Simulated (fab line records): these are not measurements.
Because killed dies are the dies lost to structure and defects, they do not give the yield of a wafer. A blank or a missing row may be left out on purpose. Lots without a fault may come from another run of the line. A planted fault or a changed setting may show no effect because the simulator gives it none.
fab line records ; flow rit_cmos
[record] lots = 7; wafers = 21; last_day = 7
route steps=202 shown NRETRO@61 PRETRO@64
lots untouched by any fault: they come from a run of this same line in which no faults occurred
start_h: hours from the record's opening day to when the first of the lot's shown wafers began ; wait_h: hours elapsed since this lot's preceding step ; " identical to the entry in the row above ; L1.1+2: a single row standing in for several wafers ; - no value present, or no start provided ; * or withheld: withheld ; < > ~ a bound
route shown NAME@n: names a module that has steps shown in the file, with the first one's number in the route ; usual: mean/standard deviation of fault-free wafers ; same: alike in all rows ; chamber/n: place in a boat ; sites: the reading at each site ; _std_site: standard deviation across them ; _edge_site: the outer-site mean with the inner-site mean subtracted ; radius_mm: for every site, how far away it sits from the centre of the wafer ; mask NAME#n: copy n ; behind: the last tool/chamber to shape the wafer ; hold: why the lot went on hold/how many hours it stayed there/how the hold came to an end ; device: the transistor (n, p or np) that didn't switch ; end of line: at the end of the route, the tests of the same wafers ; a step given without rows: its recipe and nothing more ; killed: dies lost to structure and defects at the first sort, not the wafer's yield ; map: dies across one wafer; x = killed, . = not, _ = none there
set.NAME: setting as actually run; set.NAME@STEP: the setting as run at that earlier step ; model.NAME: the simulator's own value behind a step, which no gauge read
certain route steps with their lots: each step a table, each wafer a row
services: a tool's chamber out of use, with start hour (start_h, from the record's first day; less than 0 if before it), hours out, and reason
[[steps]]
[step RIT_NRETRO_IMPLANT_08]
[recipe] species = P; energy_kev = 70; dose_cm2 = 1e+13; tilt_deg = 7
[step RIT_NRETRO_STRIP_09]
[recipe] chemistry = O2; time_s = 180; resist = NOVOLAK; platen_temp_c = withheld; power_w = 500; pressure_mtorr = 4000; o2_flow_sccm = 4000
[usual] chamber_pressure_mTorr = 4000/3.6; drypump_motor_current_A = 5.9/0.44
lot.wafer;tool;chamber;start_h;wait_h;chamber_pressure_mTorr;drypump_motor_current_A;rf_hours_counter_h
L217.1;plasma_asher-02;1;60.67;0.1;4000;5.8;42
L217.3;plasma_asher-02;0;60.67;0.1;4000;6.5;-
L217.4;plasma_asher-02;1;60.67;0.1;3997;5.8;-
L218.1;plasma_asher-01;0;64.28;0.1;3997;5.1;42
L218.2;plasma_asher-01;1;64.28;0.1;4002;6.1;42
L218.5;plasma_asher-01;0;64.28;0.1;4008;5.1;-
L219.3;plasma_asher-02;1;69.58;0.1;4003;5.8;-
L219.4;plasma_asher-02;0;69.58;0.1;3996;6.4;-
L219.5;plasma_asher-02;0;69.58;0.1;4001;6.4;-
L220.1;plasma_asher-02;0;74.28;0.1;4006;6.5;43
L220.2;plasma_asher-02;1;74.28;0.1;4001;5.7;43
L220.5;plasma_asher-02;0;74.28;0.1;4005;6.5;-
L230.2;plasma_asher-03;1;124.85;0.1;4000;5.7;32
L230.3;plasma_asher-03;0;124.85;0.1;3998;6.0;-
L230.4;plasma_asher-03;1;124.85;0.1;3998;5.7;-
L231.2;plasma_asher-01;0;129.84;0.1;3999;5.1;49
L231.4;plasma_asher-01;0;129.84;0.1;4002;5.1;-
L231.5;plasma_asher-01;1;129.84;0.1;3999;6.1;-
L233.3;plasma_asher-02;0;140.77;0.1;4002;6.5;-
L233.5;plasma_asher-02;1;140.77;0.1;4005;5.7;-
L233.6;plasma_asher-02;0;140.77;0.1;4000;6.5;-
[step RIT_NRETRO_TW_MEAS_10]
[usual] NRETRO_TW = 1066/8.6
lot.wafer;tool;chamber;start_h;wait_h;NRETRO_TW
L217.1;film_metro-02;-;60.84;0.1;1060
L217.3;film_metro-02;-;60.84;0.1;1059
L217.4;film_metro-02;-;60.84;0.1;1059
L218.1;film_metro-04;-;64.46;0.1;1063
L218.2;film_metro-04;-;64.46;0.1;1058
L218.5;film_metro-04;-;64.46;0.1;1056
L219.3;film_metro-04;-;69.72;0.1;1059
L219.4;film_metro-04;-;69.72;0.1;1061
L219.5;film_metro-04;-;69.72;0.1;1061
L220.1;film_metro-02;-;74.45;0.1;1061
L220.2;film_metro-02;-;74.45;0.1;1062
L220.5;film_metro-02;-;74.45;0.1;1062
L230.2;film_metro-02;-;125.03;0.1;1064
L230.3;film_metro-02;-;125.03;0.1;1063
L230.4;film_metro-02;-;125.03;0.1;1062
L231.2;film_metro-02;-;130.03;0.1;1060
L231.4;film_metro-02;-;130.03;0.1;1066
L231.5;film_metro-02;-;130.03;0.1;1062
L233.3;film_metro-04;-;140.91;0.1;1074
L233.5;film_metro-04;-;140.91;0.1;1066
L233.6;film_metro-04;-;140.91;0.1;1068
[step RIT_PRETRO_HMDS_00]
[recipe] prime_time_s = 60; prime_temp_c = 140
[step RIT_PRETRO_COAT_01]
[recipe] resist = NOVOLAK; spin_rpm = 2000; resist_thk_nm = 1300
[step RIT_PRETRO_SOFTBAKE_02]
[recipe] resist = NOVOLAK; temp_c = 90; time_s = 60
[step RIT_PRETRO_EXPOSE_03]
[recipe] mask_id = M5; na = 0.57; target_cd_nm = 43700; dose_mj = 250
[step RIT_PRETRO_PEB_04]
[recipe] resist = NOVOLAK; temp_c = withheld; time_s = withheld
[step RIT_PRETRO_DEVELOP_05]
[recipe] resist = NOVOLAK; develop_time_s = 68; dev_temp_c = 23
[step RIT_PRETRO_OVL_MEAS_06]
[usual] PRETRO_OVL = -0.3/1.4
lot.wafer;tool;chamber;start_h;wait_h;PRETRO_OVL[nm]
L217.1;overlay-02;-;61.91;-;-1.0
L217.3;overlay-02;-;61.91;-;-2.4
L217.4;overlay-02;-;61.91;-;-1.0
L218.1;overlay-02;-;65.40;-;1.6
L218.2;overlay-02;-;65.40;-;2.7
L218.5;overlay-02;-;65.40;-;-0.9
L219.3;overlay-02;-;70.65;-;0.6
L219.4;overlay-02;-;70.65;-;-0.2
L219.5;overlay-02;-;70.65;-;-1.7
L220.1;overlay-01;-;75.52;-;1.5
L220.2;overlay-01;-;75.52;-;2.9
L220.5;overlay-01;-;75.52;-;0.9
L230.2;overlay-02;-;125.97;-;-1.3
L230.3;overlay-02;-;125.97;-;-0.5
L230.4;overlay-02;-;125.97;-;-0.9
L231.2;overlay-01;-;130.96;-;-0.7
L231.4;overlay-01;-;130.96;-;-4.1
L231.5;overlay-01;-;130.96;-;-2.7
L233.3;overlay-02;-;141.84;-;-0.5
L233.5;overlay-02;-;141.84;-;-1.4
L233.6;overlay-02;-;141.84;-;-0.7
[step RIT_PRETRO_HARDBAKE_07]
[recipe] resist = NOVOLAK; temp_c = 140; time_s = 120
[step RIT_PRETRO_IMPLANT_08]
[recipe] species = B; energy_kev = 45; dose_cm2 = 1.2e+13; tilt_deg = 7
[step RIT_PRETRO_STRIP_09]
[recipe] chemistry = O2; time_s = 180; resist = NOVOLAK; platen_temp_c = withheld; power_w = 500; pressure_mtorr = 4000; o2_flow_sccm = 4000
[usual] chamber_pressure_mTorr = 4000/3.6; drypump_motor_current_A = 5.5/0.46
lot.wafer;tool;chamber;start_h;wait_h;chamber_pressure_mTorr;drypump_motor_current_A;rf_hours_counter_h;model.NOVOLAK_of_PRETRO_COAT_01.thk_nm
L217.1;plasma_asher-01;1;62.34;0.1;3999;6.0;42;0
L217.3;plasma_asher-01;0;62.34;0.1;3998;5.1;-;0
L217.4;plasma_asher-01;1;62.34;0.1;4001;6.1;-;0
L218.1;plasma_asher-01;1;65.84;0.1;-;-;-;1137
L218.2;plasma_asher-01;0;65.84;0.1;-;-;-;1138
L218.5;plasma_asher-01;1;65.84;0.1;-;-;-;1141
L219.3;plasma_asher-03;0;71.13;0.1;-;-;-;1137
L219.4;plasma_asher-03;1;71.13;0.1;-;-;-;1140
L219.5;plasma_asher-03;0;71.13;0.1;-;-;-;1138
L220.1;plasma_asher-04;0;75.97;0.1;-;-;-;1133
L220.2;plasma_asher-04;1;75.97;0.1;-;-;-;1134
L220.5;plasma_asher-04;0;75.97;0.1;-;-;-;1136
L230.2;plasma_asher-04;0;126.40;0.1;4004;4.8;1;0
L230.3;plasma_asher-04;1;126.40;0.1;4008;5.2;-;0
L230.4;plasma_asher-04;0;126.40;0.1;3999;4.8;-;0
L231.2;plasma_asher-04;1;131.39;0.1;4002;5.2;1;0
L231.4;plasma_asher-04;0;131.39;0.1;4001;4.8;-;0
L231.5;plasma_asher-04;1;131.39;0.1;4004;5.2;-;0
L233.3;plasma_asher-01;1;142.32;0.1;3998;6.0;-;0
L233.5;plasma_asher-01;0;142.32;0.1;3998;5.1;-;0
L233.6;plasma_asher-01;1;142.32;0.1;4000;6.0;-;0
[step RIT_PRETRO_TW_MEAS_10]
[usual] PRETRO_TW = 479/7.6
lot.wafer;tool;chamber;start_h;wait_h;PRETRO_TW
L217.1;film_metro-04;-;62.52;0.1;480
L217.3;film_metro-04;-;62.52;0.1;479
L217.4;film_metro-04;-;62.52;0.1;479
L218.1;film_metro-03;-;66.01;0.1;490
L218.2;film_metro-03;-;66.01;0.1;490
L218.5;film_metro-03;-;66.01;0.1;489
L219.3;film_metro-04;-;71.27;0.1;480
L219.4;film_metro-04;-;71.27;0.1;479
L219.5;film_metro-04;-;71.27;0.1;480
L220.1;film_metro-01;-;76.14;0.1;468
L220.2;film_metro-01;-;76.14;0.1;470
L220.5;film_metro-01;-;76.14;0.1;468
L230.2;film_metro-04;-;126.59;0.1;483
L230.3;film_metro-04;-;126.59;0.1;483
L230.4;film_metro-04;-;126.59;0.1;483
L231.2;film_metro-01;-;131.58;0.1;472
L231.4;film_metro-01;-;131.58;0.1;471
L231.5;film_metro-01;-;131.58;0.1;471
L233.3;film_metro-03;-;142.46;0.1;490
L233.5;film_metro-03;-;142.46;0.1;489
L233.6;film_metro-03;-;142.46;0.1;491
[[services]]
tool;chamber;start_h;hours;kind
plasma_asher-03;-;74.96;24.9;pm
plasma_asher-01;-;85.33;2.8;pm
plasma_asher-04;-;108.75;9.0;pm
plasma_asher-04;0;108.75;9.0;vent_cycle
plasma_asher-04;1;108.75;9.0;vent_cycle
plasma_asher-04;0;117.75;-;clean
plasma_asher-04;1;117.75;-;clean
[[key]]
[first_sign] step = RIT_PRETRO_STRIP_09; reading = tool_record; direction = missing
effect none on later readings
[model_effect] step = RIT_PRETRO_STRIP_09; value = NOVOLAK_of_PRETRO_COAT_01.thk_nm; without = 0; struck = 1137
met_at RIT_PRETRO_STRIP_09
struck_wafers L218.1,L218.2,L218.5,L219.3,L219.4,L219.5,L220.1,L220.2,L220.5
later_rows_left_out L218.1,L218.2,L218.5,L219.3,L219.4,L219.5,L220.1,L220.2,L220.5
sort_left_out L218.1,L218.2,L218.5,L219.3,L219.4,L219.5,L220.1,L220.2,L220.5
tester_left_out L218,L219,L220
onset_between 62.34 65.84
[fault] kind = skipped_step_whole; tool = plasma_asher-01,plasma_asher-03,plasma_asher-04; chamber = -; onset_h = 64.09; steps = RIT_PRETRO_STRIP_09; scope = struck_lots_only
// tester_left_out: of these lots the tester's yield and bins aren't shown, on N5 and GAA mostly nor the transistor test; their killed dies are dies lost to structure and defects alone, not to doping, threshold or leakage, so they don't give the yield
// sort_left_out: the simulated sort isn't trusted on such a fault, so these wafers' sort isn't shown, and their yield isn't known
// later_rows_left_out: the simulator's readings of these wafers behind a module that went badly wrong aren't trusted and aren't shown, but for the sort
